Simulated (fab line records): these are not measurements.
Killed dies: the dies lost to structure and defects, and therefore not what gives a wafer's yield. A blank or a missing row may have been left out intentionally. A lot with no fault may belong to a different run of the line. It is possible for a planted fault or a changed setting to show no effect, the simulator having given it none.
A struck lot beside a sound one    flow ritCmos    18 steps out of a route of 202
Sound: wafers L178.1, L178.3, L178.5. Struck: wafers L193.1, L193.3 (left out: L193.5, a lot-mate that was not struck); the cause follows at the end.
For every step that has rows: the tool of each side, followed by ch and its chambers, followed by its first start. Under that, the readings that differ: sound wafers    struck wafers    difference of the means    sigmas: that difference in standard deviations of wafers without a fault.
alike: same words and numbers on both sides, and readings whose means sit less than 2 such deviations apart. not compared: any withheld reading, any reading some wafer has no value for, any bound like >300 that may hide the same value, and any number with overlapping values for which the record gives no deviation.
Wherever a step has rows on one side only, a row that says differs or no value, or a row with sigmas, the two part there. Numbers that have no deviation but don't overlap get no sigmas and don't part them. A reading missing from all wafers of one side parts the sides only when that side holds two or more wafers.

RIT_M1_SPUTTER_00: material Al, target thk 400 nm, time 500 s.
  struck on pvdSputter-02, day 6 14:52; sound on pvdSputter-02, day 3 15:51
  alike: throttleValvePct
RIT_M1_RS_MEAS_01: measurement is done with a four-point probe.
  struck on filmMetro-03, day 6 15:10; sound on filmMetro-01, day 3 16:08
  alike: M1_AL_RS
RIT_M1_THK_MEAS_02: measures by xrf.
  struck on filmMetro-03, day 6 15:17; sound on filmMetro-01, day 3 16:16
  alike: M1_AL_THK
then, 6 steps without rows for these wafers: RIT_M1_HMDS_03 (prime time 60 s); RIT_M1_COAT_04 (resist thk 1300 nm); RIT_M1_SOFTBAKE_05 (time 60 s); RIT_M1_EXPOSE_06 (exposes mask M12, target cd 2600 nm); RIT_M1_PEB_07; RIT_M1_DEVELOP_08 (develop time 68 s).
RIT_M1_CD_MEAS_09: the cd target is 2600 nm.
  struck on cdSem-02, day 6 16:13; sound on cdSem-01, day 3 17:12
  alike: cdNm
RIT_M1_OVL_MEAS_10:
  struck on overlay-01, day 6 16:20; sound on overlay-01, day 3 17:19
  alike: M1_OVL
then, 1 step without rows for these wafers: RIT_M1_HARDBAKE_11 (time 120 s).
RIT_M1_METAL_ETCH_12: etches Al in Cl2/BCl3, stops on SiO2, time 165 s, target depth 600 nm.
  sound on rieMetal-02 ch 0,1, day 3 17:37; struck on rieMetal-02 ch 1, day 6 16:44
reading                                 sound              struck       difference  sigmas
rfFwdPowerW (W)                         249.1 250.4 248.8  423.0 424.3  +174.2      +99 or more
model.NOVOLAK_of_M1_COAT_04.thkNm (nm)  788.3 793.8 814.8  567.7 556    -237.1      
model.M1.cdNm (nm)                      2600 2601 2603     2554 2552    -48         
model.M1.featureDepthNm (nm)            444.2 437.4 437    459.2 471.8  +26.0       
  alike: drypumpMotorCurrentA, oesProductAu, throttleValvePct
  not compared: rfHoursCounterH
then, 1 step without rows for these wafers: RIT_M1_STRIP_13 (strips in nmp, time 600 s).
RIT_M1_STRIP_14: strips in O2, time 180 s.
  sound on plasmaAsher-03 ch 0,1, day 3 17:56; struck on plasmaAsher-01 ch 0, day 6 17:05
  alike: drypumpMotorCurrentA
  not compared: rfHoursCounterH
RIT_M1_CD_MEAS_90: the cd target is 2600 nm.
  struck on cdSem-02, day 6 17:16; sound on cdSem-02, day 3 18:07
reading    sound           struck     difference  sigmas
cdNm (nm)  2601 2601 2603  2554 2553  -48         -16
then, 1 step without rows for these wafers: RIT_M1_ANNEAL_15 (time 1800 s).
RIT_M1_PROBE_99:
  struck on prober-02, day 6 19:01; sound on prober-01, day 3 19:52
reading                              sound                       struck          difference  sigmas
killed_at_M0_to_M3                   0 0 0                       2 0             +1          +5
model.etest.m1.widthNm (nm)          2604 2591 2602              2556 2546       -48         
model.etest.antennaM1.gateLog10ACm2  -5.795 -6.207 -6.314        -3.61 -3.725    +2.44       
model.etest.antennaM1.vtShiftV (V)   -0.01536 -0.01688 -0.01072  -0.114 -0.1098  -0.098      
  alike: defectLimitedYield, killedAtContacts, killedAtFrontEnd, killedDies, killedOpen, killedShort, sort_bin_3_pad_short, sort_bin_5_function, sort_bin_6_memory, sortNPass, sortYieldPct

== WHERE THEY PART ==
At RIT_M1_METAL_ETCH_12 first; at RIT_M1_PROBE_99 last (within this record only).

WHY: the cause the simulator had injected
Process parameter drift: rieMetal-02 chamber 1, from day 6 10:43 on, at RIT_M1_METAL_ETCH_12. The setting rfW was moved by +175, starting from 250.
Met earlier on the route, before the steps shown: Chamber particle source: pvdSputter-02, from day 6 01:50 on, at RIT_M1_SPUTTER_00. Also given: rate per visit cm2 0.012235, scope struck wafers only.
